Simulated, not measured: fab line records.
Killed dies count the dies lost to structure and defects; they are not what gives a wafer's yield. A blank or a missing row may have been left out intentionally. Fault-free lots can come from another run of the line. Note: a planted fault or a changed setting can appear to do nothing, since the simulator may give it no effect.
Which of the tools did it? + flow berkeley-cmos170 + Sampling: 14 lots, 42 wafers, 4 of 331 route steps

## WHAT THE GAUGES READ, wafer by wafer
UCB170_V1_CD_MEAS_90: target cd 700 nm. Usual: cd-nm at 699.4 nm, with a standard deviation of 1.5.
| lot  | measured     | on        | cd-nm (nm)        | flag |
|------|--------------|-----------|-------------------|------|
| L309 | day 8 15:05  | cd-sem-01 | 698.0 700.3 698.5 |      |
| L310 | day 8 16:13  | cd-sem-02 | 700.9 700.8 700.2 |      |
| L308 | day 8 17:15  | cd-sem-02 | 700.2 699.0 702.6 |      |
| L312 | day 8 21:44  | cd-sem-02 | 698.5 698.3 698.3 |      |
| L314 | day 9 12:17  | cd-sem-02 | 699.6 696.8 697.9 |      |
| L313 | day 9 13:37  | cd-sem-02 | 698.2 699.1 699.2 |      |
| L316 | day 10 12:19 | cd-sem-02 | 702.0 702.5 701.4 |      |
| L315 | day 10 13:25 | cd-sem-01 | 697.3 699.1 701.0 |      |
| L318 | day 11 06:34 | cd-sem-02 | 701.5 699.9 698.7 |      |
| L322 | day 11 09:47 | cd-sem-01 | 698.9 696.6 697.3 |      |
| L325 | day 11 21:06 | cd-sem-02 | 699.2 698.2 698.4 |      |
| L326 | day 11 22:49 | cd-sem-02 | 701.2 700.2 700.7 |      |
| L330 | day 12 22:49 | cd-sem-02 | 694.8 696.2 697.1 |      |
| L329 | day 13 01:49 | cd-sem-01 | 700.2 698.2 700.1 |      |

UCB170_M2_RS_MEAS_02: a four-point-probe measurement. Usual: M2_AL_RS gives 0.0323 ohm/sq (standard deviation 0.00039).
| lot  | measured     | on            | M2_AL_RS (ohm/sq)    | flag |
|------|--------------|---------------|----------------------|------|
| L309 | day 8 15:21  | film-metro-04 | 0.0319 0.0319 0.0318 |      |
| L310 | day 8 16:29  | film-metro-04 | 0.0323 0.0329 0.0326 |      |
| L308 | day 8 17:31  | film-metro-03 | 0.0319 0.0321 0.0319 |      |
| L312 | day 8 22:01  | film-metro-03 | 0.0326 0.0326 0.0328 |      |
| L314 | day 9 12:34  | film-metro-01 | 0.0324 0.0325 0.0323 |      |
| L313 | day 9 13:53  | film-metro-04 | 0.0320 0.0319 0.0318 |      |
| L316 | day 10 12:41 | film-metro-03 | 0.0327 0.0324 0.0324 |      |
| L315 | day 10 13:41 | film-metro-01 | 0.0324 0.0321 0.0323 |      |
| L318 | day 11 06:50 | film-metro-01 | 0.0321 0.0322 0.0321 |      |
| L322 | day 11 10:03 | film-metro-04 | 0.0319 0.0318 0.0319 |      |
| L325 | day 11 21:22 | film-metro-01 | 0.0321 0.0323 0.0319 |      |
| L326 | day 11 23:05 | film-metro-03 | 0.0331 0.0330 0.0330 |      |
| L330 | day 12 23:05 | film-metro-01 | 0.0326 0.0326 0.0325 |      |
| L329 | day 13 02:05 | film-metro-03 | 0.0328 0.0328 0.0328 |      |

UCB170_M2_OVL_MEAS_16. Usual: M2_OVL gives 2 nm (standard deviation 6.3).
| lot  | measured     | on         | M2_OVL (nm) | flag |
|------|--------------|------------|-------------|------|
| L309 | day 8 17:19  | overlay-01 | 9 7 11      |      |
| L310 | day 8 18:31  | overlay-01 | -2 -2 -9    |      |
| L308 | day 8 19:30  | overlay-01 | 7 2 9       |      |
| L312 | day 9 00:26  | overlay-01 | 2 6 5       |      |
| L314 | day 9 14:33  | overlay-01 | -3 -8 -3    |      |
| L313 | day 9 15:53  | overlay-02 | 9 9 4       |      |
| L316 | day 10 14:50 | overlay-02 | -1 -12 -6   |      |
| L315 | day 10 15:57 | overlay-01 | -9 -6 -5    |      |
| L318 | day 11 11:06 | overlay-01 | 14 16 16    |      |
| L322 | day 11 12:36 | overlay-02 | -6 0 -7     |      |
| L325 | day 11 23:29 | overlay-01 | 1 -10 2     |      |
| L326 | day 12 01:06 | overlay-01 | 8 4 10      |      |
| L330 | day 13 01:26 | overlay-02 | 5 4 9       |      |
| L329 | day 13 06:04 | overlay-02 | 6 -3 -1     |      |

## WHICH TOOL RAN EACH LOT (tool, then ch and the chambers of the sampled wafers, then the start)
| lot  | UCB170_GATE_STRIP_16                 |
|------|--------------------------------------|
| L309 | plasma-asher-03 ch 0,1, day 7 11:39  |
| L310 | plasma-asher-04 ch 0,1, day 7 11:44  |
| L308 | plasma-asher-02 ch 0,1, day 7 12:01  |
| L312 | plasma-asher-02 ch 0,1, day 7 19:29  |
| L314 | plasma-asher-02 ch 0,1, day 8 07:50  |
| L313 | plasma-asher-03 ch 0,1, day 8 07:51  |
| L316 | plasma-asher-03 ch 0,1, day 9 00:42  |
| L315 | plasma-asher-02 ch 0,1, day 9 00:46  |
| L318 | plasma-asher-03 ch 0,1, day 9 23:21  |
| L322 | plasma-asher-03 ch 0,1, day 10 04:38 |
| L325 | plasma-asher-02 ch 0,1, day 10 14:26 |
| L326 | plasma-asher-04 ch 0,1, day 10 14:43 |
| L330 | plasma-asher-02 ch 0,1, day 11 19:32 |
| L329 | plasma-asher-04 ch 1, day 11 19:46   |
- UCB170_GATE_STRIP_16: strips in O2.

## AS READ BY THE TOOLS THEMSELVES (means over the sampled wafers that have a number; for cases with no such wafer, the mark the record gives instead)
UCB170_GATE_STRIP_16. Usual: drypump-motor-current-A 5.2 A, standard deviation 0.35; oes-product-au 0.725 a.u., standard deviation 0.0046.
| lot  | tool            | drypump-motor-current-A (A) | oes-product-au (a.u.) | flag |
|------|-----------------|-----------------------------|-----------------------|------|
| L309 | plasma-asher-03 | 4.8                         | 0.726                 |      |
| L310 | plasma-asher-04 | 5.0                         | 0.727                 |      |
| L308 | plasma-asher-02 | 5.5                         | 0.724                 |      |
| L312 | plasma-asher-02 | 5.3                         | 0.724                 |      |
| L314 | plasma-asher-02 | 5.5                         | 0.728                 |      |
| L313 | plasma-asher-03 | 4.9                         | 0.727                 |      |
| L316 | plasma-asher-03 | 4.9                         | 0.726                 |      |
| L315 | plasma-asher-02 | 5.5                         | 0.720                 |      |
| L318 | plasma-asher-03 | 5.0                         | 0.728                 |      |
| L322 | plasma-asher-03 | 4.9                         | 0.725                 |      |
| L325 | plasma-asher-02 | 5.3                         | 0.728                 |      |
| L326 | plasma-asher-04 | 5.1                         | 0.724                 |      |
| L330 | plasma-asher-02 | 5.3                         | 0.730                 |      |
| L329 | plasma-asher-04 | 4.7                         | 0.727                 |      |

## THE ANSWER, worked out from the rows above alone
Rule: lot off if the mean of its wafers having a number is beyond 3 standard deviations from the usual mean. Also off: a lot with no number at a reading for which 4 or more lots have one. Where the step has rows for the other lots, those lots are counted as sound. First the gauges in route order, then the tools' own readings, where a lot's mean is used as printed above. At the first step where some lot is off, the reading lying furthest off is the one used; lots without a number count as furthest.
Across all readings shown, no lot is off: no conclusion can be drawn from this.

## WHAT THE SIMULATOR HAD PUT IN
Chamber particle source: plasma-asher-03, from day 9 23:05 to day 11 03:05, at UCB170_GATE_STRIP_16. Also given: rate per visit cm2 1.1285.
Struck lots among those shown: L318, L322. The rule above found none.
